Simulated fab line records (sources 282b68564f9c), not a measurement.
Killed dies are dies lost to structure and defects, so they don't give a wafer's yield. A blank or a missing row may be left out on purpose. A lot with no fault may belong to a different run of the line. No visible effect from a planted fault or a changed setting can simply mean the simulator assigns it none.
What tool caused it? / flow rit_cmos / 14 lots with 42 wafers sampled at 5 steps, on a route of 202 steps

## WHAT THE GAUGES READ, wafer by wafer
RIT_NRETRO_TW_MEAS_10. Usual: NRETRO_TW typically reads 1049, with standard deviation 9.4.
lot=L955; measured=day 2 11:17; on=film_metro-01; NRETRO_TW=1044 1042 1042; flag=
lot=L956; measured=day 2 16:23; on=film_metro-01; NRETRO_TW=1042 1040 1041; flag=
lot=L957; measured=day 2 16:59; on=film_metro-01; NRETRO_TW=1036 1043 1042; flag=
lot=L958; measured=day 3 00:57; on=film_metro-03; NRETRO_TW=1053 1059 1056; flag=
lot=L959; measured=day 3 05:27; on=film_metro-01; NRETRO_TW=1044 1044 1044; flag=
lot=L960; measured=day 3 07:12; on=film_metro-03; NRETRO_TW=1052 1053 1053; flag=
lot=L962; measured=day 3 20:07; on=film_metro-01; NRETRO_TW=1040 1044 1046; flag=
lot=L963; measured=day 4 00:20; on=film_metro-01; NRETRO_TW=1039 1040 1034; flag=
lot=L964; measured=day 4 05:19; on=film_metro-01; NRETRO_TW=1036 1037 1037; flag=
lot=L972; measured=day 5 22:59; on=film_metro-02; NRETRO_TW=1014 1020 1012; flag=OFF
lot=L974; measured=day 6 13:47; on=film_metro-01; NRETRO_TW=1003 1010 1007; flag=OFF
lot=L975; measured=day 6 17:43; on=film_metro-02; NRETRO_TW=1063 1064 1066; flag=
lot=L977; measured=day 6 21:44; on=film_metro-02; NRETRO_TW=1065 1067 1067; flag=
lot=L978; measured=day 7 03:53; on=film_metro-01; NRETRO_TW=1041 1039 1046; flag=

RIT_GATE_THK_MEAS_09. Usual: GATE_POLY_THK typically reads 250 nm, with standard deviation 3.2.
lot=L955; measured=day 2 17:58; on=film_metro-01; GATE_POLY_THK (nm)=248 247 248; flag=
lot=L956; measured=day 2 22:43; on=film_metro-01; GATE_POLY_THK (nm)=252 251 252; flag=
lot=L957; measured=day 2 23:29; on=film_metro-04; GATE_POLY_THK (nm)=248 247 247; flag=
lot=L958; measured=day 3 09:08; on=film_metro-01; GATE_POLY_THK (nm)=252 251 251; flag=
lot=L959; measured=day 3 16:01; on=film_metro-03; GATE_POLY_THK (nm)=252 249 248; flag=
lot=L960; measured=day 3 16:01; on=film_metro-04; GATE_POLY_THK (nm)=257 255 257; flag=
lot=L962; measured=day 4 04:41; on=film_metro-04; GATE_POLY_THK (nm)=249 249 250; flag=
lot=L963; measured=day 4 05:53; on=film_metro-01; GATE_POLY_THK (nm)=250 250 247; flag=
lot=L964; measured=day 4 12:58; on=film_metro-03; GATE_POLY_THK (nm)=251 250 250; flag=
lot=L972; measured=day 6 05:19; on=film_metro-03; GATE_POLY_THK (nm)=248 248 251; flag=
lot=L974; measured=day 7 02:23; on=film_metro-01; GATE_POLY_THK (nm)=255 256 255; flag=
lot=L975; measured=day 7 06:28; on=film_metro-03; GATE_POLY_THK (nm)=245 247 247; flag=
lot=L977; measured=day 7 11:17; on=film_metro-03; GATE_POLY_THK (nm)=248 249 251; flag=
lot=L978; measured=day 7 18:24; on=film_metro-01; GATE_POLY_THK (nm)=253 252 252; flag=

## TOOL THAT RAN EACH LOT (tool first, then ch and the chambers of the sampled wafers, then the start)
lot=L955; RIT_NWELL_STRIP_09=plasma_asher-04 ch 1, day 2 02:22; RIT_NRETRO_IMPLANT_08=implanter-04 ch 0, day 2 10:58; RIT_PRETRO_STRIP_09=plasma_asher-03 ch 0,1, day 2 12:40
lot=L956; RIT_NWELL_STRIP_09=plasma_asher-03 ch 0,1, day 2 06:34; RIT_NRETRO_IMPLANT_08=implanter-04 ch 0, day 2 16:05; RIT_PRETRO_STRIP_09=plasma_asher-01 ch 0,1, day 2 17:53
lot=L957; RIT_NWELL_STRIP_09=plasma_asher-02 ch 0,1, day 2 08:05; RIT_NRETRO_IMPLANT_08=implanter-01 ch 0, day 2 16:40; RIT_PRETRO_STRIP_09=plasma_asher-04 ch 0,1, day 2 18:23
lot=L958; RIT_NWELL_STRIP_09=plasma_asher-03 ch 0,1, day 2 15:36; RIT_NRETRO_IMPLANT_08=implanter-03 ch 0, day 3 00:38; RIT_PRETRO_STRIP_09=plasma_asher-04 ch 0,1, day 3 02:26
lot=L959; RIT_NWELL_STRIP_09=plasma_asher-04 ch 0,1, day 2 19:33; RIT_NRETRO_IMPLANT_08=implanter-04 ch 0, day 3 05:10; RIT_PRETRO_STRIP_09=plasma_asher-04 ch 0,1, day 3 06:59
lot=L960; RIT_NWELL_STRIP_09=plasma_asher-03 ch 0,1, day 2 22:20; RIT_NRETRO_IMPLANT_08=implanter-01 ch 0, day 3 06:53; RIT_PRETRO_STRIP_09=plasma_asher-01 ch 0,1, day 3 08:41
lot=L962; RIT_NWELL_STRIP_09=plasma_asher-04 ch 0,1, day 3 11:06; RIT_NRETRO_IMPLANT_08=implanter-04 ch 0, day 3 19:47; RIT_PRETRO_STRIP_09=plasma_asher-04 ch 0,1, day 3 21:29
lot=L963; RIT_NWELL_STRIP_09=plasma_asher-04 ch 0,1, day 3 15:02; RIT_NRETRO_IMPLANT_08=implanter-01 ch 0, day 4 00:03; RIT_PRETRO_STRIP_09=plasma_asher-03 ch 0,1, day 4 01:46
lot=L964; RIT_NWELL_STRIP_09=plasma_asher-04 ch 0,1, day 3 19:46; RIT_NRETRO_IMPLANT_08=implanter-01 ch 0, day 4 04:59; RIT_PRETRO_STRIP_09=plasma_asher-04 ch 0,1, day 4 06:41
lot=L972; RIT_NWELL_STRIP_09=plasma_asher-04 ch 0,1, day 5 11:46; RIT_NRETRO_IMPLANT_08=implanter-03 ch 0, day 5 22:41; RIT_PRETRO_STRIP_09=plasma_asher-03 ch 0,1, day 6 00:24
lot=L974; RIT_NWELL_STRIP_09=plasma_asher-04 ch 0,1, day 6 04:25; RIT_NRETRO_IMPLANT_08=implanter-03 ch 0, day 6 13:28; RIT_PRETRO_STRIP_09=plasma_asher-04 ch 0, day 6 15:10
lot=L975; RIT_NWELL_STRIP_09=plasma_asher-03 ch 0,1, day 6 06:43; RIT_NRETRO_IMPLANT_08=implanter-04 ch 0, day 6 17:25; RIT_PRETRO_STRIP_09=plasma_asher-01 ch 0,1, day 6 19:33
lot=L977; RIT_NWELL_STRIP_09=plasma_asher-04 ch 0,1, day 6 13:01; RIT_NRETRO_IMPLANT_08=implanter-01 ch 0, day 6 21:25; RIT_PRETRO_STRIP_09=plasma_asher-03 ch 0,1, day 6 23:10
lot=L978; RIT_NWELL_STRIP_09=plasma_asher-03 ch 0,1, day 6 17:07; RIT_NRETRO_IMPLANT_08=implanter-01 ch 0, day 7 03:33; RIT_PRETRO_STRIP_09=plasma_asher-01 ch 0,1, day 7 05:15
- RIT_NWELL_STRIP_09: strips in O2, time 180 s.
- RIT_NRETRO_IMPLANT_08
- RIT_PRETRO_STRIP_09: strips in O2, time 180 s.

## AS READ BY THE TOOLS THEMSELVES (means over the sampled wafers that have a number; for cases with no such wafer, the mark the record gives instead)
RIT_NWELL_STRIP_09. Usual: drypump_motor_current_A 6.0 A, standard deviation 0.46; o2_flow_sccm 4000 sccm, standard deviation 10.
lot=L955; tool=plasma_asher-04; drypump_motor_current_A (A)=6.5; o2_flow_sccm (sccm)=4005; flag=
lot=L956; tool=plasma_asher-03; drypump_motor_current_A (A)=5.8; o2_flow_sccm (sccm)=3989; flag=
lot=L957; tool=plasma_asher-02; drypump_motor_current_A (A)=5.6; o2_flow_sccm (sccm)=4008; flag=
lot=L958; tool=plasma_asher-03; drypump_motor_current_A (A)=5.9; o2_flow_sccm (sccm)=3997; flag=
lot=L959; tool=plasma_asher-04; drypump_motor_current_A (A)=6.0; o2_flow_sccm (sccm)=4012; flag=
lot=L960; tool=plasma_asher-03; drypump_motor_current_A (A)=5.8; o2_flow_sccm (sccm)=3997; flag=
lot=L962; tool=plasma_asher-04; drypump_motor_current_A (A)=6.2; o2_flow_sccm (sccm)=4004; flag=
lot=L963; tool=plasma_asher-04; drypump_motor_current_A (A)=6.2; o2_flow_sccm (sccm)=4003; flag=
lot=L964; tool=plasma_asher-04; drypump_motor_current_A (A)=6.2; o2_flow_sccm (sccm)=4002; flag=
lot=L972; tool=plasma_asher-04; drypump_motor_current_A (A)=6.0; o2_flow_sccm (sccm)=4001; flag=
lot=L974; tool=plasma_asher-04; drypump_motor_current_A (A)=6.0; o2_flow_sccm (sccm)=4008; flag=
lot=L975; tool=plasma_asher-03; drypump_motor_current_A (A)=5.9; o2_flow_sccm (sccm)=4001; flag=
lot=L977; tool=plasma_asher-04; drypump_motor_current_A (A)=6.0; o2_flow_sccm (sccm)=3998; flag=
lot=L978; tool=plasma_asher-03; drypump_motor_current_A (A)=5.8; o2_flow_sccm (sccm)=4004; flag=

RIT_NRETRO_IMPLANT_08. Usual: dose_ions_cm2 9.998e+12, standard deviation 1.2e+10; faraday_current_uA 31.8, standard deviation 0.66; tilt_deg 6.834 degrees, standard deviation 0.019.
lot=L955; tool=implanter-04; dose_ions_cm2=9.972e+12; faraday_current_uA=31.8; tilt_deg (degrees)=6.825; flag=
lot=L956; tool=implanter-04; dose_ions_cm2=9.997e+12; faraday_current_uA=31.8; tilt_deg (degrees)=6.809; flag=
lot=L957; tool=implanter-01; dose_ions_cm2=1.000e+13; faraday_current_uA=31.5; tilt_deg (degrees)=6.828; flag=
lot=L958; tool=implanter-03; dose_ions_cm2=9.992e+12; faraday_current_uA=31.6; tilt_deg (degrees)=6.872; flag=
lot=L959; tool=implanter-04; dose_ions_cm2=1.000e+13; faraday_current_uA=31.9; tilt_deg (degrees)=6.844; flag=
lot=L960; tool=implanter-01; dose_ions_cm2=1.001e+13; faraday_current_uA=31.6; tilt_deg (degrees)=6.833; flag=
lot=L962; tool=implanter-04; dose_ions_cm2=9.997e+12; faraday_current_uA=31.0; tilt_deg (degrees)=6.838; flag=
lot=L963; tool=implanter-01; dose_ions_cm2=1.000e+13; faraday_current_uA=31.4; tilt_deg (degrees)=6.819; flag=
lot=L964; tool=implanter-01; dose_ions_cm2=1.000e+13; faraday_current_uA=32.1; tilt_deg (degrees)=6.813; flag=
lot=L972; tool=implanter-03; dose_ions_cm2=8.795e+12; faraday_current_uA=28.3; tilt_deg (degrees)=6.862; flag=OFF
lot=L974; tool=implanter-03; dose_ions_cm2=8.810e+12; faraday_current_uA=27.9; tilt_deg (degrees)=6.861; flag=OFF
lot=L975; tool=implanter-04; dose_ions_cm2=1.001e+13; faraday_current_uA=31.5; tilt_deg (degrees)=6.839; flag=
lot=L977; tool=implanter-01; dose_ions_cm2=9.999e+12; faraday_current_uA=31.5; tilt_deg (degrees)=6.853; flag=
lot=L978; tool=implanter-01; dose_ions_cm2=9.992e+12; faraday_current_uA=31.7; tilt_deg (degrees)=6.849; flag=

RIT_PRETRO_STRIP_09. Usual: drypump_motor_current_A 5.7 A, standard deviation 0.47; o2_flow_sccm 4000 sccm, standard deviation 13.
lot=L955; tool=plasma_asher-03; drypump_motor_current_A (A)=5.9; o2_flow_sccm (sccm)=4005; flag=
lot=L956; tool=plasma_asher-01; drypump_motor_current_A (A)=5.2; o2_flow_sccm (sccm)=4005; flag=
lot=L957; tool=plasma_asher-04; drypump_motor_current_A (A)=6.0; o2_flow_sccm (sccm)=4013; flag=
lot=L958; tool=plasma_asher-04; drypump_motor_current_A (A)=6.2; o2_flow_sccm (sccm)=3991; flag=
lot=L959; tool=plasma_asher-04; drypump_motor_current_A (A)=6.2; o2_flow_sccm (sccm)=3999; flag=
lot=L960; tool=plasma_asher-01; drypump_motor_current_A (A)=5.2; o2_flow_sccm (sccm)=3996; flag=
lot=L962; tool=plasma_asher-04; drypump_motor_current_A (A)=6.2; o2_flow_sccm (sccm)=3996; flag=
lot=L963; tool=plasma_asher-03; drypump_motor_current_A (A)=5.8; o2_flow_sccm (sccm)=3983; flag=
lot=L964; tool=plasma_asher-04; drypump_motor_current_A (A)=6.2; o2_flow_sccm (sccm)=4000; flag=
lot=L972; tool=plasma_asher-03; drypump_motor_current_A (A)=5.9; o2_flow_sccm (sccm)=4003; flag=
lot=L974; tool=plasma_asher-04; drypump_motor_current_A (A)=5.8; o2_flow_sccm (sccm)=4016; flag=
lot=L975; tool=plasma_asher-01; drypump_motor_current_A (A)=5.1; o2_flow_sccm (sccm)=3994; flag=
lot=L977; tool=plasma_asher-03; drypump_motor_current_A (A)=5.8; o2_flow_sccm (sccm)=3996; flag=
lot=L978; tool=plasma_asher-01; drypump_motor_current_A (A)=5.1; o2_flow_sccm (sccm)=3997; flag=

## THE ANSWER, worked out from the rows above alone
Rule: a lot counts as off when the mean over its wafers that have a number is more than 3 standard deviations away from the usual mean. Also off: a lot with no number at a reading for which 4 or more lots have one. Where the step has rows for the other lots, those lots are counted as sound. The gauges are gone through in route order, then the tools' own readings, and for those a lot's mean is taken as printed above. The first step at which some lot is off is used, and at that step the reading that is off furthest; a lot without a number counts as furthest.
Off: L972, L974, at RIT_NRETRO_TW_MEAS_10 (NRETRO_TW).
If a tool, at a process step before that reading, ran all the lots that are off and no sound lot after the first of them, it fits. The gauges at RIT_NRETRO_TW_MEAS_10 aren't tried: what is off there is off at RIT_NRETRO_IMPLANT_08 too, on other tools, and a gauge's error can't cause that. One fits: RIT_NRETRO_IMPLANT_08 on implanter-03. A fault onset in the window from L958 (day 3 00:38, its last sound lot) to L972 (day 5 22:41, its first lot off) fits.
The tool's own readings at RIT_NRETRO_IMPLANT_08 bear it out: on the lots that are off they differ by more than 5 times the standard deviation of the sound lots' means. dose_ions_cm2 reads 8.802e+12 there against 9.997e+12 on the sound lots; faraday_current_uA reads 28.1 there against 31.6 on the sound lots.

## WHAT WAS PUT IN BY THE SIMULATOR
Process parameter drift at RIT_NRETRO_IMPLANT_08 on implanter-03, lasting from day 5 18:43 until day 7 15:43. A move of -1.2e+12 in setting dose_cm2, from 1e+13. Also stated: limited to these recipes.
Lots struck among those shown: L972, L974. The rule given above showed the same thing.
